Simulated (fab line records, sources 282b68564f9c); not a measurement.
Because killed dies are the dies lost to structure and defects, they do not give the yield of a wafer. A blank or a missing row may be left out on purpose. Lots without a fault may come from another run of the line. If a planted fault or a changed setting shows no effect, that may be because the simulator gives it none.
A struck lot beside a sound one :: flow rit cmos :: 43 out of 202 route steps
Sound: these wafers, L597.2, L597.3, L597.6. Struck: wafer L603.3. (L603.4, L603.5 of the same lot were not struck and are left out.) The cause comes at the end.
Order at every step that has rows: each side's tool, ch and its chambers, its first start. Under that, the readings that differ: sound wafers :: struck wafers :: difference of the means :: sigmas: that difference in standard deviations of wafers without a fault.
alike: same words and numbers on both sides, and readings whose means sit less than 2 such deviations apart. not compared: any withheld reading, any reading some wafer has no value for, any bound like >300 that may hide the same value, and any number with overlapping values for which the record gives no deviation.
A row with sigmas, a row that says differs or no value, or rows on one side alone: a step with any of these is where the two part. Non-overlapping numbers with no deviation appear without sigmas and do not part them. A reading missing from all wafers of one side parts the sides only when that side holds two or more wafers.

first, 1 step without rows for these wafers: RIT_NLDD_IMPLANT_08.
RIT_NLDD_STRIP_09: strips in O2, time 180 s.
  sound on plasma asher-04 ch 0,1, day 3 21:31; struck on plasma asher-01 ch 1, day 5 02:58
  alike: drypump motor current A
  not compared: rf hours counter h
RIT_NLDD_TW_MEAS_10:
  sound on film metro-01 at day 3 21:41; struck on film metro-02 at day 5 03:05
reading: NLDD_TW
sound: 2470 2449 2473
struck: 2504
difference: +40
sigmas: +2
then, 6 steps without rows for these wafers: RIT_PLDD_HMDS_00 (prime time 60 s); RIT_PLDD_COAT_01 (resist thk 981.8 nm); RIT_PLDD_SOFTBAKE_02 (time 60 s); RIT_PLDD_EXPOSE_03 (exposes mask M8, target cd 40900 nm); RIT_PLDD_PEB_04; RIT_PLDD_DEVELOP_05 (develop time 50 s).
RIT_PLDD_OVL_MEAS_06:
  sound on overlay-01 at day 3 22:43; struck on overlay-01 at day 5 04:07
  alike: PLDD_OVL
then, 2 steps without rows for these wafers: RIT_PLDD_HARDBAKE_07 (time 60 s); RIT_PLDD_IMPLANT_08.
RIT_PLDD_STRIP_09: strips in O2, time 180 s.
  sound on plasma asher-01 ch 0,1, day 3 23:03; struck on plasma asher-01 ch 1, day 5 04:30
  alike: drypump motor current A
  not compared: rf hours counter h
RIT_PLDD_TW_MEAS_10:
  sound on film metro-02 at day 3 23:14; struck on film metro-01 at day 5 04:38
  alike: PLDD_TW
then, 4 steps without rows for these wafers: RIT_SPACER_CLEAN_00 (cleans in SC1, time 600 s); RIT_SPACER_CLEAN_01 (cleans in dHF, time 30 s); RIT_SPACER_CLEAN_02 (cleans in SC2, time 600 s); RIT_SPACER_CVD_03 (deposits Si3N4 from SiH2Cl2/NH3, target thk 250 nm, time 3300 s).
RIT_SPACER_THK_MEAS_04:
  sound on film metro-03 at day 4 01:35; struck on film metro-03 at day 5 07:00
  alike: SPACER_NITRIDE_THK
RIT_SPACER_ETCHBACK_05: etches Si3N4 in SF6/CHF3, stops on SiO2, target depth 250 nm, time 240 s.
  sound on rie diel-02 ch 0,3, day 4 01:38; struck on rie diel-01 ch 0, day 5 07:02
  alike: drypump motor current A, oes product au, throttle valve pct
  not compared: rf hours counter h
then, 6 steps without rows for these wafers: RIT_NSD_HMDS_00 (prime time 60 s); RIT_NSD_COAT_01 (resist thk 1000 nm); RIT_NSD_SOFTBAKE_02 (time 60 s); RIT_NSD_EXPOSE_03 (exposes mask M9, target cd 40700 nm); RIT_NSD_PEB_04; RIT_NSD_DEVELOP_05 (develop time 50 s).
RIT_NSD_OVL_MEAS_06:
  sound on overlay-01 at day 4 02:47; struck on overlay-01 at day 5 08:16
  alike: NSD_OVL
then, 2 steps without rows for these wafers: RIT_NSD_HARDBAKE_07 (time 60 s); RIT_NSD_IMPLANT_08.
RIT_NSD_STRIP_09: strips in O2, time 180 s.
  sound on plasma asher-02 ch 0,1, day 4 03:07; struck on plasma asher-02 ch 0, day 5 08:39
  alike: drypump motor current A
  not compared: rf hours counter h
RIT_NSD_TW_MEAS_10:
  sound on film metro-01 at day 4 03:17; struck on film metro-02 at day 5 08:47
  alike: NSD_TW
then, 6 steps without rows for these wafers: RIT_PSD_HMDS_00 (prime time 60 s); RIT_PSD_COAT_01 (resist thk 1000 nm); RIT_PSD_SOFTBAKE_02 (time 60 s); RIT_PSD_EXPOSE_03 (exposes mask M10, target cd 40900 nm); RIT_PSD_PEB_04; RIT_PSD_DEVELOP_05 (develop time 50 s).
RIT_PSD_OVL_MEAS_06:
  sound on overlay-01 at day 4 04:19; struck on overlay-02 at day 5 09:53
  alike: PSD_OVL
then, 2 steps without rows for these wafers: RIT_PSD_HARDBAKE_07 (time 60 s); RIT_PSD_IMPLANT_08.
RIT_PSD_STRIP_09: strips in O2, time 180 s.
  sound on plasma asher-03 ch 1, day 4 04:44; struck on plasma asher-03 ch 0, day 5 10:16
  alike: drypump motor current A
  not compared: rf hours counter h
RIT_PSD_TW_MEAS_10:
  sound on film metro-02 at day 4 04:55; struck on film metro-04 at day 5 10:25
  alike: PSD_TW
RIT_M1_PROBE_99:
  sound on prober-02 at day 4 12:41; struck on prober-02 at day 5 22:50
reading: killed at front end
sound: 4 4 3
struck: 33
difference: +29
sigmas: +9

reading: killed dies
sound: 4 4 3
struck: 33
difference: +29
sigmas: +9

reading: killed on rim
sound: 0 0 0
struck: 9
difference: +9
sigmas: +6

reading: killed short
sound: 1 2 2
struck: 7
difference: +5
sigmas: +3
  alike: killed open

## WHERE THEY PART
Earliest at RIT_NLDD_TW_MEAS_10; latest, in this record, at RIT_M1_PROBE_99.

WHY: the cause the simulator had injected
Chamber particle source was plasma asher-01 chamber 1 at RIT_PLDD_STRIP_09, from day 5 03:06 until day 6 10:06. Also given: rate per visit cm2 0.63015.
